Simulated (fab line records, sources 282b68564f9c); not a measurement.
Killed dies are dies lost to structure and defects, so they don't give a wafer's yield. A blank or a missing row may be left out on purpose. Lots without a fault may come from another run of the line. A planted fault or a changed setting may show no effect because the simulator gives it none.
Tool commonality check | flow rit_cmos | 14 lots, 42 wafers sampled

WHY IT WAS OPENED
At RIT_NWELL_TW_MEAS_10 the reading NWELL_TW is flagged on 2 of 14 lots. Wafers without a fault read 2140, standard deviation 25.
Rule: a lot is flagged when every wafer of it that has a number lies more than 4 standard deviations from that mean, or none has a number. The other lots count as sound.

lot  | measured    | on            | NWELL_TW, wafer by wafer | flag
L591 | day 1 21:51 | film_metro-03 | 2162 2162 2159           |
L594 | day 2 16:00 | film_metro-01 | 2135 2135 2133           |
L595 | day 3 01:32 | film_metro-01 | 2164 2147 2157           |
L596 | day 3 05:31 | film_metro-01 | 2148 2157 2150           |
L597 | day 3 08:55 | film_metro-01 | 2167 2158 2150           |
L599 | day 3 17:30 | film_metro-02 | 2111 2115 2113           |
L601 | day 4 01:31 | film_metro-02 | 2106 2123 2106           |
L602 | day 4 05:37 | film_metro-03 | 2171 2171 2166           |
L603 | day 4 14:42 | film_metro-02 | 2105 2107 2121           |
L604 | day 4 19:55 | film_metro-02 | 2105 2112 2111           |
L605 | day 4 20:37 | film_metro-02 | 2365 2360 2358           | FLAGGED
L606 | day 5 05:04 | film_metro-03 | 2428 2404 2433           | FLAGGED
L608 | day 5 10:31 | film_metro-03 | 2177 2170 2158           |
L614 | day 6 17:58 | film_metro-02 | 2101 2112 2104           |
The numbers of the flagged lots are 2391 on average: +251 against the usual, or +10 standard deviations.

WHICH TOOL RAN EACH LOT
The record holds 1 process step before the reading, out of a route of 202 steps. In each cell: the tool, then ch and the chambers that the sampled wafers went through, then the start.
lot  | flag    | RIT_NWELL_IMPLANT_08
L591 |         | implanter-03 ch 0, day 1 21:32
L594 |         | implanter-04 ch 0, day 2 15:41
L595 |         | implanter-03 ch 0, day 3 01:13
L596 |         | implanter-01 ch 0, day 3 05:12
L597 |         | implanter-01 ch 0, day 3 08:35
L599 |         | implanter-04 ch 0, day 3 17:11
L601 |         | implanter-01 ch 0, day 4 01:13
L602 |         | implanter-04 ch 0, day 4 05:19
L603 |         | implanter-01 ch 0, day 4 14:22
L604 |         | implanter-04 ch 0, day 4 19:35
L605 | FLAGGED | implanter-01 ch 0, day 4 20:19
L606 | FLAGGED | implanter-01 ch 0, day 5 04:44
L608 |         | implanter-04 ch 0, day 5 10:14
L614 |         | implanter-03 ch 0, day 6 17:40
What these steps do:
- RIT_NWELL_IMPLANT_08
- RIT_NWELL_TW_MEAS_10

FLAGGED OVER TOTAL, TOOL BY TOOL (the gauges that took the reading come last)
step                 | tool          | lots run | flagged | share of the flagged lots | sound lots run after its first flagged lot
RIT_NWELL_IMPLANT_08 | implanter-01  | 6        | 2       | all                       | 0
RIT_NWELL_IMPLANT_08 | implanter-03  | 3        | 0       | none                      | -
RIT_NWELL_IMPLANT_08 | implanter-04  | 5        | 0       | none                      | -
RIT_NWELL_TW_MEAS_10 | film_metro-01 | 4        | 0       | none                      | -
RIT_NWELL_TW_MEAS_10 | film_metro-02 | 6        | 1       | some                      | 1 (L614)
RIT_NWELL_TW_MEAS_10 | film_metro-03 | 4        | 1       | some                      | 1 (L608)

WHAT THE TABLE ALLOWS
1 row of the table ran every flagged lot: implanter-01 at RIT_NWELL_IMPLANT_08.
- implanter-01 at RIT_NWELL_IMPLANT_08: 2 of its 6 lots flagged. Its last sound lot is L603 (day 4 14:22), its first flagged lot L605 (day 4 20:19): a fault that began between those two fits. Its own readings lie more than 4 standard deviations out on every wafer of the flagged lots: dose_ions_cm2, faraday_current_uA.
One tool is left: implanter-01 at RIT_NWELL_IMPLANT_08.

WHAT THE SIMULATOR HAD PUT IN
Process parameter drift: implanter-01, from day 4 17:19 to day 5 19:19, at RIT_NWELL_IMPLANT_08. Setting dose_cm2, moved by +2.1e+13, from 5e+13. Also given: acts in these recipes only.
Lots struck among those shown: L605, L606. The rule above found the same.
